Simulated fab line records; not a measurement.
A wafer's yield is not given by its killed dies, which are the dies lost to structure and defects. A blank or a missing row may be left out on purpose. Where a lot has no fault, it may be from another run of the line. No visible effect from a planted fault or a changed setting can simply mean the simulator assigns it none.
A lot that was struck, set against a sound lot	flow berkeley_cmos170	31 out of 331 route steps
Sound: these wafers, L450.1, L450.3, L450.5. The struck wafers were L469.1, L469.2, L469.4. Last of all comes the cause.
Order at every step that has rows: each side's tool, ch and its chambers, its first start. Under that, the readings that differ: sound wafers	struck wafers	difference of the means	sigmas: that difference in standard deviations of wafers without a fault.
alike: a reading whose means differ by less than 2 such deviations, as well as words and numbers matching on both sides. not compared: withheld readings; readings where some wafer has no value; bounds like >300 that might hide an equal value; numbers whose values overlap and for which the record gives no deviation.
Wherever a step has rows on one side only, a row that says differs or no value, or a row with sigmas, the two part there. Non-overlapping numbers with no deviation appear without sigmas and do not part them. Lack of a reading on every wafer of one side parts them only where that side has two or more wafers.

first, 6 steps without rows for these wafers: UCB170_V1_HMDS_06 (prime time 60 s); UCB170_V1_COAT_07 (resist thk 900 nm); UCB170_V1_SOFTBAKE_08 (time 60 s); UCB170_V1_EXPOSE_09 (exposes mask VIA1, target cd 700 nm); UCB170_V1_PEB_10; UCB170_V1_DEVELOP_11 (develop time 45 s).
UCB170_V1_CD_MEAS_12 targets a cd of 700 nm.
  sound on cd_sem-02 at day 8 04:49; struck on cd_sem-01 at day 11 21:08
  alike: cd_nm
UCB170_V1_OVL_MEAS_13:
  sound on overlay-02 at day 8 04:56; struck on overlay-01 at day 11 21:15
  alike: V1_OVL
UCB170_V1_ETCH_14: etches SiO2 in CHF3/CF4/Ar, stops on Al, target depth 1250 nm, time 301.6 s.
  sound on rie_diel-02 ch 0,1,2, day 8 04:58; struck on rie_diel-01 ch 0,1,2, day 11 21:17
  alike: drypump_motor_current_A, mfc_ar_sccm, oes_product_au, throttle_valve_pct
  not compared: rf_hours_counter_h
UCB170_V1_STRIP_15: strips in O2.
  sound on plasma_asher-02 ch 0,1, day 8 05:08; struck on plasma_asher-01 ch 0,1, day 11 21:28
reading	sound	struck	difference	sigmas
strip_time_to_endpoint_s (s)	15.06 14.85 14.88	15.16 15.15 15.12	+0.21	+2
  alike: drypump_motor_current_A, oes_product_au
  not compared: rf_hours_counter_h
UCB170_V1_CD_MEAS_90 targets a cd of 700 nm.
  sound on cd_sem-02 at day 8 05:14; struck on cd_sem-02 at day 11 21:34
  alike: cd_nm
then, 1 step without rows for these wafers: UCB170_M2_PRE_CLEAN_00 (preclean etch time 60 s).
UCB170_M2_SPUTTER_01: material Al, target thk 900 nm, time 120 s.
  sound on pvd_sputter-02 at day 8 05:26; struck on pvd_sputter-01 at day 11 22:00
  alike: throttle_valve_pct
UCB170_M2_RS_MEAS_02: the measuring method here is four-point-probe.
  sound on film_metro-04 at day 8 05:31; struck on film_metro-04 at day 11 22:10
reading	sound	struck	difference	sigmas
M2_AL_RS (ohm/sq)	0.0323 0.0323 0.0325	0.0159 0.0159 0.0158	-0.0165	-50
UCB170_M2_THK_MEAS_03: measures by xrf.
  sound on film_metro-04 at day 8 05:38; struck on film_metro-04 at day 11 22:17
reading	sound	struck	difference	sigmas
M2_AL_THK (nm)	909 905 902	1816 1831 1845	+925	+93
then, 3 steps without rows for these wafers: UCB170_M2_HMDS_04 (prime time 60 s); UCB170_M2_COAT_05 (resist thk 900 nm); UCB170_M2_SOFTBAKE_06 (time 60 s).
UCB170_M2_STRIP_07: strips in O2.
  sound on plasma_asher-02 ch 0,1, day 8 06:09; struck on plasma_asher-02 ch 0,1, day 11 22:48
reading	sound	struck	difference	sigmas
strip_time_to_endpoint_s (s)	21.99 22.00 21.99	21.87 21.87 21.88	-0.12	-2
  alike: drypump_motor_current_A, oes_product_au
  not compared: rf_hours_counter_h
then, 7 steps without rows for these wafers: UCB170_M2_STRIP_08 (strips KrF in DMSO, time 600 s); UCB170_M2_COAT_09; UCB170_M2_COAT_10 (resist thk 900 nm); UCB170_M2_SOFTBAKE_11 (time 60 s); UCB170_M2_EXPOSE_12 (exposes mask METAL2, target cd 700 nm); UCB170_M2_PEB_13; UCB170_M2_DEVELOP_14 (develop time 45 s).
UCB170_M2_CD_MEAS_15 targets a cd of 700 nm.
  sound on cd_sem-02 at day 8 08:16; struck on cd_sem-01 at day 12 00:45
  alike: cd_nm
UCB170_M2_OVL_MEAS_16:
  sound on overlay-01 at day 8 08:23; struck on overlay-01 at day 12 00:52
  alike: M2_OVL
UCB170_M2_ETCH_17: etches BARC in N2/H2.
  sound on rie_diel-04 ch 1,2,3, day 8 08:25; struck on rie_diel-04 ch 0,1,2, day 12 00:55
  alike: drypump_motor_current_A, oes_product_au, throttle_valve_pct
UCB170_M2_METAL_ETCH_18: etches Al in Cl2/BCl3, stops on SiO2, target depth 1170 nm, time 195 s.
  sound on rie_metal-02 ch 0,1, day 8 08:28; struck on rie_metal-03 ch 0,1, day 12 00:57
reading	sound	struck	difference	sigmas
oes_product_au (a.u.)	0.868 0.862 0.853	0.989 1.019 1.012	+0.146	+10
model.etch.depth_nm (nm)	898.9 896.6 890.2	1164 1205 1195	+293	
model.M2.feature_depth_nm (nm)	954.9 953.1 946.9	1164 1205 1195	+236	
  alike: drypump_motor_current_A, mfc_cl2_sccm, throttle_valve_pct
  not compared: rf_hours_counter_h
UCB170_M2_STRIP_19: strips in O2.
  sound on plasma_asher-03 ch 0,1, day 8 08:39; struck on plasma_asher-02 ch 0,1, day 12 01:08
  alike: drypump_motor_current_A, oes_product_au
  not compared: rf_hours_counter_h

== WHERE THEY PART ==
At UCB170_V1_STRIP_15 first; at UCB170_M2_METAL_ETCH_18 last (within this record only). Later steps at which nothing parts them and some readings are alike: UCB170_M2_STRIP_19.

WHY: what the simulator had put in
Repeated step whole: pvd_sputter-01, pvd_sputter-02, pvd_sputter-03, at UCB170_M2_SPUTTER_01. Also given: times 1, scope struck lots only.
